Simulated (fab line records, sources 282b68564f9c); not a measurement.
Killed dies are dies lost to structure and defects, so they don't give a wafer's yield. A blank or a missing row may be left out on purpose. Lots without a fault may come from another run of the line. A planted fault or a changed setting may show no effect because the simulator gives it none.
Chamber matching | flow rit_cmos | RIT_CONTACT_ETCH_11 on rie_diel-03: 4 sister chambers
The step etches SiO2 in CHF3/CF4/Ar, stops on TiSi2, target depth 480 nm, time 320 s. 16 wafers are shown with their chamber, then 8 later ones without.

WAFERS WITH THEIR CHAMBER
wafer  | chamber | throttle_valve_pct (%) | drypump_motor_current_A (A) | oes_product_au (a.u.)
L314.4 | 3       | 8.92                   | 5.9                         | 0.967
L314.5 | 1       | 9.03                   | 5.9                         | 0.982
L314.6 | 2       | 9.14                   | 5.5                         | 0.997
L315.1 | 2       | 9.13                   | 5.5                         | 0.990
L315.2 | 3       | 8.93                   | 6.0                         | 0.957
L315.5 | 2       | 9.15                   | 5.6                         | 0.982
L316.4 | 2       | 9.13                   | 5.5                         | 0.989
L316.5 | 2       | 9.14                   | 5.5                         | 0.994
L316.6 | 1       | 9.03                   | 5.9                         | 0.986
L319.2 | 0       | 8.98                   | 5.3                         | 1.018
L319.4 | 2       | 9.15                   | 5.5                         | 0.995
L319.6 | 2       | 9.15                   | 5.6                         | 0.994
L330.2 | 2       | 9.14                   | 5.5                         | 1.000
L330.3 | 1       | 9.01                   | 5.9                         | 0.978
L330.4 | 1       | 9.02                   | 5.9                         | 0.985
L333.2 | 1       | 9.02                   | 5.9                         | 0.988

SIGNATURES (means of the wafers above)
reading                 | chamber 0 | chamber 1 | chamber 2 | chamber 3 | scatter within a chamber
throttle_valve_pct      | 8.9800    | 9.0220    | 9.1413    | 8.9250    | 0.00825
drypump_motor_current_A | 5.300     | 5.900     | 5.525     | 5.950     | 0.0408
oes_product_au          | 1.01800   | 0.98380   | 0.99262   | 0.96200   | 0.00522
Rule: a wafer's distance from a chamber is the root of the sum, over the readings, of the square of ((its reading less the chamber's mean) divided by the reading's scatter). The wafer belongs to the nearest chamber; if the next one is less than 2 further off, it can't be placed. The scatter: the root of (the sum of the squares of (reading less its chamber's mean) over the shown wafers, divided by (wafers less chambers)).

WAFERS WITHOUT THEIR CHAMBER
wafer  | throttle_valve_pct (%) | drypump_motor_current_A (A) | oes_product_au (a.u.)
L333.5 | 9.02                   | 5.9                         | 0.982
L333.6 | 8.97                   | 5.3                         | 1.023
L334.2 | 9.13                   | 5.5                         | 0.994
L334.4 | 9.03                   | 5.9                         | 0.980
L334.5 | 9.02                   | 5.9                         | 0.987
L336.1 | 8.97                   | 5.4                         | 1.018
L336.4 | 8.93                   | 5.9                         | 0.968
L336.5 | 8.97                   | 5.4                         | 1.018

WHICH CHAMBER EACH WENT THROUGH
wafer  | from the rows above | in truth
L333.5 | 1                   | 1
L333.6 | 0                   | 0
L334.2 | 2                   | 2
L334.4 | 1                   | 1
L334.5 | 1                   | 1
L336.1 | 0                   | 0
L336.4 | 3                   | 3
L336.5 | 0                   | 0
Placed correctly: 8 of 8. Can't be placed from these rows: 0. Placed wrongly: 0.
